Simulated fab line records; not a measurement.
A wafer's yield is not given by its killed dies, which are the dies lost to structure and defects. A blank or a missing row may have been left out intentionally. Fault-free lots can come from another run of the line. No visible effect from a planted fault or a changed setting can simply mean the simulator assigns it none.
fab line records	flow berkeleyCmos170
[record] lots = 5	wafers = 23
route steps=331 shown CONTACT@228 M1@244 V1@256
startH: the number of hours between the record's first day and the start of the first shown wafer of the lot	waitH: how many hours have passed since the lot's step before this one	" as in the row above	L1.1+2: one row covering several wafers at once	- no value present, or no start provided	* or withheld: withheld	< > ~ a bound
route shown NAME@n: names a module that has steps shown in the file, with the first one's number in the route	usual: the fault-free wafers' mean and standard deviation	same: alike in all rows	chamber/n: place in a boat	sites: each site's reading	_std_site: their standard deviation	_edge_site: outer sites' mean less inner sites'	radiusMm: how far each site lies from the wafer's centre	mask NAME#n: copy n	behind: the most recent tool/chamber to have shaped the wafer	hold: why the lot was held/for how many hours/how that ended	device: transistor that didn't switch, given as n, p or np	end of line: the route-end tests of the same wafers	where a step has no rows: the recipe by itself	killed: at the first sort, the dies lost to defects and structure; wafer yield is something else	map: dies across one wafer; x = killed, . = not, _ = none there
set.NAME: the setting as run; set.NAME@STEP: as run at that earlier step	model.NAME: the simulator's own value behind a step, which no gauge read
lots whose settings were changed on purpose; a table a step, a row a wafer
[[steps]]
[step UCB170_CONTACT_EXPOSE_12]
[recipe] maskId = CONT	targetCdNm = 700	na = 0.5	sigmaOuter = 0.6	sourceShape = conventional	doseMj = 35
lot.wafer	tool	chamber	startH	waitH	mask	set.doseMj
L074.1+2+6	krfScanner-02	0	181.04	-	CONT#0	35.69
L074.3+4	"	0	"	"	CONT#0	35
L075.1+2+3	krfScanner-02	0	201.99	-	CONT#0	36.25
L075.4+5	"	0	"	"	CONT#0	35
L076.1+5	krfScanner-01	0	203.37	-	CONT#0	32.49
L076.3+4+6	"	0	"	"	CONT#0	35
L082.1+3+5	krfScanner-01	0	217.66	-	CONT#0	35
L083.2+5+6	krfScanner-01	0	222.74	-	CONT#0	35
L083.3+4	"	0	"	"	CONT#0	36.48
[step UCB170_CONTACT_PEB_13]
[recipe] pebTempC = 130	pebTimeS = withheld	resist = KrF
[step UCB170_CONTACT_DEVELOP_14]
[recipe] developer = TMAH	developTimeS = 45	resist = KrF	devTempC = 21
[step UCB170_CONTACT_CD_MEAS_15]
[recipe] targetCdNm = 700
[usual] cdNm = 699.5/1.2
lot.wafer	tool	chamber	startH	waitH	set.doseMj@CONTACT_EXPOSE_12	cdNm
L074.1	cdSem-02	-	181.44	-	35.69	702.3
L074.2	"	-	"	"	35.69	701.0
L074.3	"	-	"	"	35	699.0
L074.4	"	-	"	"	35	698.9
L074.6	"	-	"	"	35.69	702.9
L075.1	cdSem-02	-	202.54	-	36.25	705.2
L075.2	"	-	"	"	36.25	704.8
L075.3	"	-	"	"	36.25	704.7
L075.4	"	-	"	"	35	699.9
L075.5	"	-	"	"	35	698.2
L076.1	cdSem-01	-	203.97	-	32.49	684.4
L076.3	"	-	"	"	35	698.2
L076.4	"	-	"	"	35	699.8
L076.5	"	-	"	"	32.49	685.8
L076.6	"	-	"	"	35	699.2
L082.1	cdSem-02	-	218.23	-	35	699.8
L082.3	"	-	"	"	35	700.8
L082.5	"	-	"	"	35	700.0
L083.2	cdSem-01	-	223.35	-	35	700.2
L083.3	"	-	"	"	36.48	707.2
L083.4	"	-	"	"	36.48	706.4
L083.5	"	-	"	"	35	699.4
L083.6	"	-	"	"	35	700.8
[step UCB170_CONTACT_ETCH_17]
[recipe] chemistry = N2/H2	targetDepthA = withheld	overetchA = withheld	target = BARC	timeS = withheld	sourceW = 500	biasW = 100	pressureMtorr = 30	n2FlowSccm = 100	h2FlowSccm = 200
lot.wafer	tool	chamber	startH	waitH	set.doseMj@CONTACT_EXPOSE_12	model.CONTACT.cdNm
L074.1	rieDiel-01	1	181.59	0.0	35.69	701.3
L074.2	"	0	"	"	35.69	702.1
L074.3	"	3	"	"	35	699.5
L074.4	"	2	"	"	35	698
L074.6	"	0	"	"	35.69	703.4
L075.1	rieDiel-01	1	202.69	0.0	36.25	704.3
L075.2	"	2	"	"	36.25	703.7
L075.3	"	3	"	"	36.25	704.7
L075.4	"	0	"	"	35	700.3
L075.5	"	2	"	"	35	697.5
L076.1	rieDiel-03	2	204.13	0.0	32.49	685
L076.3	"	1	"	"	35	698.4
L076.4	"	1	"	"	35	700.3
L076.5	"	2	"	"	32.49	686.8
L076.6	"	3	"	"	35	700.2
L082.1	rieDiel-04	1	218.39	0.0	35	700.1
L082.3	"	2	"	"	35	700.6
L082.5	"	2	"	"	35	700.2
L083.2	rieDiel-04	2	223.49	0.0	35	699.2
L083.3	"	0	"	"	36.48	707.7
L083.4	"	1	"	"	36.48	705.6
L083.5	"	2	"	"	35	699
L083.6	"	0	"	"	35	701.4
[step UCB170_CONTACT_ETCH_18]
[recipe] chemistry = CHF3/CF4/Ar	target = PSG	stopOn = TiSi2	CHF3_flow_sccm = 45	cf4FlowSccm = 15	Ar_flow_sccm = 150	pressureMtorr = 200	rfW = 700	targetDepthA = 8400	overEtchFrac = 0.2	timeS = 195
lot.wafer	tool	chamber	startH	waitH	set.overEtchFrac	set.doseMj@CONTACT_EXPOSE_12	model.KrF_of_CONTACT_COAT_10.thkNm	model.CONTACT.cdNm
L074.1	rieDiel-01	1	-	-	0.2	35.69	690.6	701.9
L074.2	"	0	"	"	0.2	35.69	690.5	702.6
L074.3	"	3	"	"	0.2	35	690.6	699.2
L074.4	"	2	"	"	0.2	35	693.2	698.1
L074.6	"	0	"	"	0.2	35.69	687.7	704.1
L075.1	rieDiel-01	1	-	-	0.2	36.25	701.3	705
L075.2	"	2	"	"	0.1482	36.25	704.7	703.5
L075.3	"	3	"	"	0.2	36.25	696.4	704.9
L075.4	"	0	"	"	0.2	35	694.6	701.2
L075.5	"	2	"	"	0.1482	35	707.3	697.4
L076.1	rieDiel-03	2	-	-	0.2	32.49	684	685.9
L076.3	"	1	"	"	0.141	35	693.9	698.3
L076.4	"	1	"	"	0.2	35	683.9	700.6
L076.5	"	2	"	"	0.141	32.49	694.6	687.3
L076.6	"	3	"	"	0.141	35	695.6	700.2
L082.1	rieDiel-04	1	-	-	0.2	35	696.1	699.5
L082.3	"	2	"	"	0.2	35	704	700
L082.5	"	2	"	"	0.2	35	699.9	699.7
L083.2	rieDiel-04	2	-	-	0.2	35	697	698.9
L083.3	"	0	"	"	0.1455	36.48	700.4	707.7
L083.4	"	1	"	"	0.2	36.48	695.2	705
L083.5	"	2	"	"	0.1455	35	706.9	698.6
L083.6	"	0	"	"	0.2	35	692.6	701.4
[step UCB170_CONTACT_STRIP_19]
[recipe] chemistry = O2	powerW = 400	pressureMtorr = 3500	platenTempC = withheld	o2FlowSccm = 400	overashFraction = 0.5402
[step UCB170_CONTACT_CD_MEAS_90]
[recipe] targetCdNm = 700
[usual] cdNm = 699.8/1.6
lot.wafer	tool	chamber	startH	waitH	set.doseMj@CONTACT_EXPOSE_12	cdNm
L074.1	cdSem-02	-	181.86	0.1	35.69	701.8
L074.2	"	-	"	"	35.69	702.9
L074.3	"	-	"	"	35	699.4
L074.4	"	-	"	"	35	698.4
L074.6	"	-	"	"	35.69	704.2
L075.1	cdSem-02	-	202.96	0.1	36.25	704.8
L075.2	"	-	"	"	36.25	703.4
L075.3	"	-	"	"	36.25	705.1
L075.4	"	-	"	"	35	701.3
L075.5	"	-	"	"	35	697.1
L076.1	cdSem-02	-	204.40	0.1	32.49	685.9
L076.3	"	-	"	"	35	698.3
L076.4	"	-	"	"	35	700.7
L076.5	"	-	"	"	32.49	687.1
L076.6	"	-	"	"	35	700.1
L082.1	cdSem-02	-	218.65	0.1	35	699.9
L082.3	"	-	"	"	35	700.0
L082.5	"	-	"	"	35	699.6
L083.2	cdSem-02	-	223.77	0.1	35	698.8
L083.3	"	-	"	"	36.48	707.4
L083.4	"	-	"	"	36.48	704.9
L083.5	"	-	"	"	35	698.6
L083.6	"	-	"	"	35	701.4
[step UCB170_M1_EXPOSE_06]
[recipe] maskId = METAL1	targetCdNm = 700	na = 0.5	sigmaOuter = 0.6	sourceShape = conventional	doseMj = 21
lot.wafer	tool	chamber	startH	waitH	mask	set.doseMj
L074.1+3+4	krfScanner-02	0	183.14	-	METAL1#0	21
L074.2+6	"	0	"	"	METAL1#0	22.05
L075.1+2+3+4+5	krfScanner-02	0	204.27	-	METAL1#0	21
L076.1+3+6	krfScanner-01	0	206.17	-	METAL1#0	21
L076.4+5	"	0	"	"	METAL1#0	21.79
L082.1+3+5	krfScanner-02	0	219.99	-	METAL1#0	21
L083.2+6	krfScanner-02	0	225.10	-	METAL1#0	22.46
L083.3+4+5	"	0	"	"	METAL1#0	21
[step UCB170_M1_PEB_07]
[recipe] pebTempC = 130	pebTimeS = withheld	resist = KrF
[step UCB170_M1_DEVELOP_08]
[recipe] developer = TMAH	developTimeS = 45	resist = KrF	devTempC = 21
[step UCB170_M1_CD_MEAS_09]
[recipe] targetCdNm = 700
[usual] cdNm = 700.3/1.4
lot.wafer	tool	chamber	startH	waitH	set.doseMj@M1_EXPOSE_06	cdNm
L074.1	cdSem-01	-	183.53	-	21	701.4
L074.2	"	-	"	"	22.05	693.9
L074.3	"	-	"	"	21	702.2
L074.4	"	-	"	"	21	700.9
L074.6	"	-	"	"	22.05	691.6
L075.1	cdSem-01	-	205.34	-	21	699.5
L075.2	"	-	"	"	21	698.7
L075.3	"	-	"	"	21	699.1
L075.4	"	-	"	"	21	697.6
L075.5	"	-	"	"	21	698.6
L076.1	cdSem-02	-	207.35	-	21	702.7
L076.3	"	-	"	"	21	702.2
L076.4	"	-	"	"	21.79	696.2
L076.5	"	-	"	"	21.79	695.0
L076.6	"	-	"	"	21	703.0
L082.1	cdSem-01	-	220.66	-	21	698.6
L082.3	"	-	"	"	21	699.3
L082.5	"	-	"	"	21	700.5
L083.2	cdSem-01	-	225.49	-	22.46	687.4
L083.3	"	-	"	"	21	699.0
L083.4	"	-	"	"	21	698.5
L083.5	"	-	"	"	21	698.4
L083.6	"	-	"	"	22.46	686.4
[step UCB170_M1_ETCH_11]
[recipe] chemistry = N2/H2	targetDepthA = withheld	overetchA = withheld	target = BARC	timeS = withheld	sourceW = 500	biasW = 100	pressureMtorr = 30	n2FlowSccm = 100	h2FlowSccm = 200
lot.wafer	tool	chamber	startH	waitH	set.doseMj@M1_EXPOSE_06	model.M1.cdNm
L074.1	rieDiel-02	1	183.68	0.0	21	700.6
L074.2	"	0	"	"	22.05	693.5
L074.3	"	2	"	"	21	701.9
L074.4	"	3	"	"	21	700.9
L074.6	"	3	"	"	22.05	691.7
L075.1	rieDiel-04	3	205.49	0.0	21	699.9
L075.2	"	1	"	"	21	699.4
L075.3	"	2	"	"	21	699.7
L075.4	"	0	"	"	21	697.1
L075.5	"	1	"	"	21	699.1
L076.1	rieDiel-02	1	207.50	0.0	21	702
L076.3	"	2	"	"	21	701.4
L076.4	"	0	"	"	21.79	696
L076.5	"	2	"	"	21.79	694.2
L076.6	"	1	"	"	21	702.3
L082.1	rieDiel-02	1	220.81	0.0	21	698.1
L082.3	"	3	"	"	21	698.8
L082.5	"	2	"	"	21	699.8
L083.2	rieDiel-04	0	225.63	0.0	22.46	686.8
L083.3	"	2	"	"	21	699.1
L083.4	"	1	"	"	21	699.6
L083.5	"	2	"	"	21	698.7
L083.6	"	0	"	"	22.46	686
[step UCB170_M1_METAL_ETCH_12]
[recipe] chemistry = Cl2/BCl3	target = Al	stopOn = PSG	pressureMtorr = 12	targetDepthA = 7800	overEtchFrac = 0.3	timeS = 130	icpW = 600	biasW = 120	Cl2_flow_sccm = 90	bcl3FlowSccm = 45
lot.wafer	tool	chamber	startH	waitH	set.doseMj@M1_EXPOSE_06	model.M1.cdNm
L074.1	rieMetal-03	1	183.73	-	21	701.3
L074.2	"	0	"	"	22.05	695.7
L074.3	"	1	"	"	21	704.5
L074.4	"	0	"	"	21	701.2
L074.6	"	0	"	"	22.05	694.2
L075.1	rieMetal-03	1	205.54	-	21	700.6
L075.2	"	0	"	"	21	700.5
L075.3	"	1	"	"	21	700.4
L075.4	"	0	"	"	21	696.5
L075.5	"	0	"	"	21	698.3
L076.1	rieMetal-02	0	207.55	-	21	704.8
L076.3	"	0	"	"	21	705.7
L076.4	"	1	"	"	21.79	696.3
L076.5	"	1	"	"	21.79	694.1
L076.6	"	0	"	"	21	704.1
L082.1	rieMetal-04	0	220.86	-	21	694.9
L082.3	"	0	"	"	21	694.5
L082.5	"	0	"	"	21	694
L083.2	rieMetal-03	0	225.67	-	22.46	688
L083.3	"	0	"	"	21	702.6
L083.4	"	1	"	"	21	698
L083.5	"	0	"	"	21	701.1
L083.6	"	1	"	"	22.46	686.6
[step UCB170_M1_STRIP_13]
[recipe] chemistry = O2	powerW = 400	pressureMtorr = 3500	platenTempC = withheld	o2FlowSccm = 400	overashFraction = 0.5
[step UCB170_M1_CD_MEAS_90]
[recipe] targetCdNm = 700
[usual] cdNm = 700.5/2.7
lot.wafer	tool	chamber	startH	waitH	set.doseMj@M1_EXPOSE_06	cdNm
L074.1	cdSem-01	-	183.96	0.1	21	701.4
L074.2	"	-	"	"	22.05	695.7
L074.3	"	-	"	"	21	704.3
L074.4	"	-	"	"	21	701.3
L074.6	"	-	"	"	22.05	694.3
L075.1	cdSem-01	-	205.77	0.1	21	700.5
L075.2	"	-	"	"	21	700.5
L075.3	"	-	"	"	21	700.4
L075.4	"	-	"	"	21	696.3
L075.5	"	-	"	"	21	698.3
L076.1	cdSem-02	-	207.78	0.1	21	705.4
L076.3	"	-	"	"	21	705.5
L076.4	"	-	"	"	21.79	696.6
L076.5	"	-	"	"	21.79	694.0
L076.6	"	-	"	"	21	703.9
L082.1	cdSem-02	-	221.09	0.1	21	694.9
L082.3	"	-	"	"	21	694.8
L082.5	"	-	"	"	21	693.9
L083.2	cdSem-02	-	225.92	0.1	22.46	687.7
L083.3	"	-	"	"	21	702.5
L083.4	"	-	"	"	21	698.3
L083.5	"	-	"	"	21	701.0
L083.6	"	-	"	"	22.46	686.8
[step UCB170_V1_CMP_02]
[recipe] material = SiO2	downForcePsi = 6	platenRpm = 60	padVelocityMS = 0.75398
lot.wafer	tool	chamber	startH	waitH	set.leaveAboveRefNm	model.SiO2_of_V1_CVD_00.thkNm
L074.1+6	cmp-01	1,2	185.63	0.1	1000	1000
L074.3	"	2	"	"	1000	999.6
L074.2	"	3	"	"	1000	998.7
L074.4	"	0	"	"	1000	999.5
L075.3	cmp-01	3	207.44	0.0	952	954.5
L075.1	"	0	"	"	952	953.4
L075.2+4	"	1,2	"	"	1000	1001
L075.5	"	3	"	"	952	952.8
L076.1	cmp-02	1	209.45	0.1	1000	1000
L076.3	"	2	"	"	960.9	962.2
L076.4	"	0	"	"	960.9	964.4
L076.6	"	1	"	"	1000	1003
L076.5	"	2	"	"	1000	1002
L082.3+1	cmp-02	1,3	223.94	0.0	1000	1001
L082.5	"	2	"	"	1000	999.7
L083.2+5	cmp-01	3,2	228.71	0.1	1034	1034
L083.3	"	0	"	"	1000	1001
L083.4	"	1	"	"	1000	1002
L083.6	"	3	"	"	1000	999.8
[step UCB170_V1_THK_MEAS_04]
[recipe] reads = SiO2_of_V1_CVD_00
[usual] V1_POLISHED_THK = 1001.1/1
lot.wafer	tool	chamber	startH	waitH	set.leaveAboveRefNm@V1_CMP_02	V1_POLISHED_THK[nm]
L074.1	filmMetro-02	-	186.05	0.1	1000	1000.5
L074.2	"	-	"	"	1000	999.2
L074.3	"	-	"	"	1000	999.7
L074.4	"	-	"	"	1000	1000.1
L074.6	"	-	"	"	1000	999.6
L075.1	filmMetro-04	-	207.86	0.1	952	953.1
L075.2	"	-	"	"	1000	1000.4
L075.3	"	-	"	"	952	953.7
L075.4	"	-	"	"	1000	1001.7
L075.5	"	-	"	"	952	952.6
L076.1	filmMetro-02	-	209.87	0.1	1000	1000.3
L076.3	"	-	"	"	960.9	962.5
L076.4	"	-	"	"	960.9	963.8
L076.5	"	-	"	"	1000	1001.4
L076.6	"	-	"	"	1000	1002.5
L082.1	filmMetro-03	-	224.36	0.1	1000	1000.5
L082.3	"	-	"	"	1000	1000.3
L082.5	"	-	"	"	1000	1000.3
L083.2	filmMetro-03	-	229.09	0.1	1034	1034.5
L083.3	"	-	"	"	1000	1002.5
L083.4	"	-	"	"	1000	1001.8
L083.5	"	-	"	"	1034	1034.5
L083.6	"	-	"	"	1000	1000.0
[step UCB170_V1_PEB_10]
[recipe] pebTempC = 130	pebTimeS = withheld	resist = KrF
lot.wafer	tool	chamber	startH	waitH	set.pebTempC
L074.1+3	lithoTrack-04	0	186.85	0.1	132.9
L074.2+4+6	"	0	"	"	130
L075.1+2+3+4+5	lithoTrack-02	0	209.20	0.2	130
L076.1+6	lithoTrack-03	0	211.95	0.8	130
L076.3+4+5	"	0	"	"	131.8
L082.1+3+5	lithoTrack-04	0	225.53	0.3	130
L083.2+3+4	lithoTrack-04	0	233.68	0.8	130
L083.5+6	"	0	"	"	132.2
[step UCB170_V1_DEVELOP_11]
[recipe] developer = TMAH	developTimeS = 45	resist = KrF	devTempC = 21
[step UCB170_V1_CD_MEAS_12]
[recipe] targetCdNm = 700
[usual] cdNm = 699.7/1.4
lot.wafer	tool	chamber	startH	waitH	set.pebTempC@V1_PEB_10	cdNm
L074.1	cdSem-02	-	187.12	-	132.9	713.9
L074.2	"	-	"	"	130	698.3
L074.3	"	-	"	"	132.9	713.8
L074.4	"	-	"	"	130	696.8
L074.6	"	-	"	"	130	697.8
L075.1	cdSem-02	-	209.47	-	130	699.9
L075.2	"	-	"	"	130	700.1
L075.3	"	-	"	"	130	701.4
L075.4	"	-	"	"	130	700.6
L075.5	"	-	"	"	130	701.5
L076.1	cdSem-02	-	212.22	-	130	698.6
L076.3	"	-	"	"	131.8	711.1
L076.4	"	-	"	"	131.8	709.1
L076.5	"	-	"	"	131.8	710.3
L076.6	"	-	"	"	130	698.5
L082.1	cdSem-01	-	225.81	-	130	699.6
L082.3	"	-	"	"	130	699.7
L082.5	"	-	"	"	130	701.2
L083.2	cdSem-01	-	233.95	-	130	701.2
L083.3	"	-	"	"	130	702.0
L083.4	"	-	"	"	130	702.0
L083.5	"	-	"	"	132.2	715.2
L083.6	"	-	"	"	132.2	714.9
[step UCB170_V1_ETCH_14]
[recipe] chemistry = CHF3/CF4/Ar	target = SiO2	stopOn = Al	CHF3_flow_sccm = 45	cf4FlowSccm = 15	Ar_flow_sccm = 150	pressureMtorr = 200	rfW = 700	targetDepthA = 12500	overEtchFrac = 0.25	timeS = 291
lot.wafer	tool	chamber	startH	waitH	set.leaveAboveRefNm@V1_CMP_02	set.pebTempC@V1_PEB_10	model.etch.depthNm	model.V1.featureDepthNm	model.V1.cdNm
L074.1	rieDiel-03	1	187.28	0.0	1000	132.9	1000	1001	714.8
L074.2	"	2	"	"	1000	130	998.7	998.8	697.9
L074.3	"	3	"	"	1000	132.9	999.6	999.8	714.5
L074.4	"	3	"	"	1000	130	999.5	999.7	696.8
L074.6	"	2	"	"	1000	130	1000	1000	697.6
L075.1	rieDiel-02	0	209.63	0.0	952	130	953.4	953.4	698.9
L075.2	"	1	"	"	1000	130	1001	1001	698.5
L075.3	"	2	"	"	952	130	954.5	954.5	701.7
L075.4	"	3	"	"	1000	130	1001	1001	700.3
L075.5	"	2	"	"	952	130	952.8	952.8	701.1
L076.1	rieDiel-03	1	212.38	0.0	1000	130	1000	1000	699.4
L076.3	"	2	"	"	960.9	131.8	962.2	962.3	711
L076.4	"	1	"	"	960.9	131.8	964.4	964.7	710.4
L076.5	"	0	"	"	1000	131.8	1002	1002	711.7
L076.6	"	2	"	"	1000	130	1003	1003	698.2
L082.1	rieDiel-03	2	225.96	0.0	1000	130	1001	1001	700.5
L082.3	"	1	"	"	1000	130	1001	1001	699.3
L082.5	"	2	"	"	1000	130	999.7	999.8	701.5
L083.2	rieDiel-02	3	234.08	0.0	1034	130	1034	1034	700.8
L083.3	"	2	"	"	1000	130	1001	1001	702.5
L083.4	"	0	"	"	1000	130	1002	1002	701
L083.5	"	2	"	"	1034	132.2	1034	1034	715.1
L083.6	"	3	"	"	1000	132.2	999.8	999.8	715
[step UCB170_V1_STRIP_15]
[recipe] chemistry = O2	powerW = 400	pressureMtorr = 3500	platenTempC = withheld	o2FlowSccm = 400	overashFraction = 0.5
[step UCB170_V1_CD_MEAS_90]
[recipe] targetCdNm = 700
[usual] cdNm = 699.4/1.5
lot.wafer	tool	chamber	startH	waitH	set.pebTempC@V1_PEB_10	cdNm
L074.1	cdSem-01	-	187.56	0.1	132.9	715.0
L074.2	"	-	"	"	130	698.0
L074.3	"	-	"	"	132.9	714.3
L074.4	"	-	"	"	130	696.4
L074.6	"	-	"	"	130	698.2
L075.1	cdSem-02	-	209.91	0.1	130	699.1
L075.2	"	-	"	"	130	698.5
L075.3	"	-	"	"	130	701.9
L075.4	"	-	"	"	130	700.1
L075.5	"	-	"	"	130	701.4
L076.1	cdSem-01	-	212.65	0.1	130	699.3
L076.3	"	-	"	"	131.8	711.1
L076.4	"	-	"	"	131.8	710.5
L076.5	"	-	"	"	131.8	711.7
L076.6	"	-	"	"	130	698.0
L082.1	cdSem-02	-	226.24	0.1	130	700.2
L082.3	"	-	"	"	130	699.2
L082.5	"	-	"	"	130	701.4
L083.2	cdSem-02	-	234.38	0.1	130	701.1
L083.3	"	-	"	"	130	702.6
L083.4	"	-	"	"	130	701.1
L083.5	"	-	"	"	132.2	715.3
L083.6	"	-	"	"	132.2	715.1
[[key]]
[split] step = UCB170_CONTACT_EXPOSE_12	setting = doseMj	stated = 35	by = wafer
[response] step = UCB170_CONTACT_CD_MEAS_15	reading = cdNm	change = +1.8	per = 1%	r = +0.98
[response] step = UCB170_CONTACT_ETCH_17	reading = model.CONTACT.cdNm	change = +1.78	per = 1%	r = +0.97
[response] step = UCB170_CONTACT_ETCH_18	reading = model.CONTACT.cdNm	change = +1.73	per = 1%	r = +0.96
[response] step = UCB170_CONTACT_CD_MEAS_90	reading = cdNm	change = +1.73	per = 1%	r = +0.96
[split] step = UCB170_CONTACT_ETCH_18	setting = overEtchFrac	stated = 0.2	by = wafer
[response] step = UCB170_CONTACT_ETCH_18	reading = model.KrF_of_CONTACT_COAT_10.thkNm	change = -0.34	per = 1%	r = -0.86
[split] step = UCB170_M1_EXPOSE_06	setting = doseMj	stated = 21	by = wafer
[response] step = UCB170_M1_CD_MEAS_09	reading = cdNm	change = -1.74	per = 1%	r = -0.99
[response] step = UCB170_M1_ETCH_11	reading = model.M1.cdNm	change = -1.8	per = 1%	r = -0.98
[response] step = UCB170_M1_METAL_ETCH_12	reading = model.M1.cdNm	change = -1.89	per = 1%	r = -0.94
[response] step = UCB170_M1_CD_MEAS_90	reading = cdNm	change = -1.89	per = 1%	r = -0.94
[split] step = UCB170_V1_CMP_02	setting = leaveAboveRefNm	stated = 1000	by = wafer
[response] step = UCB170_V1_CMP_02	reading = model.SiO2_of_V1_CVD_00.thkNm	change = +9.8	per = 1%	r = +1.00
[response] step = UCB170_V1_THK_MEAS_04	reading = V1_POLISHED_THK	change = +9.86	per = 1%	r = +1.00
[response] step = UCB170_V1_ETCH_14	reading = model.etch.depthNm	change = +9.8	per = 1%	r = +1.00
[response] step = UCB170_V1_ETCH_14	reading = model.V1.featureDepthNm	change = +9.8	per = 1%	r = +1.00
[split] step = UCB170_V1_PEB_10	setting = pebTempC	stated = 130	by = wafer
[response] step = UCB170_V1_CD_MEAS_12	reading = cdNm	change = +7.68	per = 1%	r = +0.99
[response] step = UCB170_V1_ETCH_14	reading = model.V1.cdNm	change = +8.03	per = 1%	r = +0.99
[response] step = UCB170_V1_CD_MEAS_90	reading = cdNm	change = +8.03	per = 1%	r = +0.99
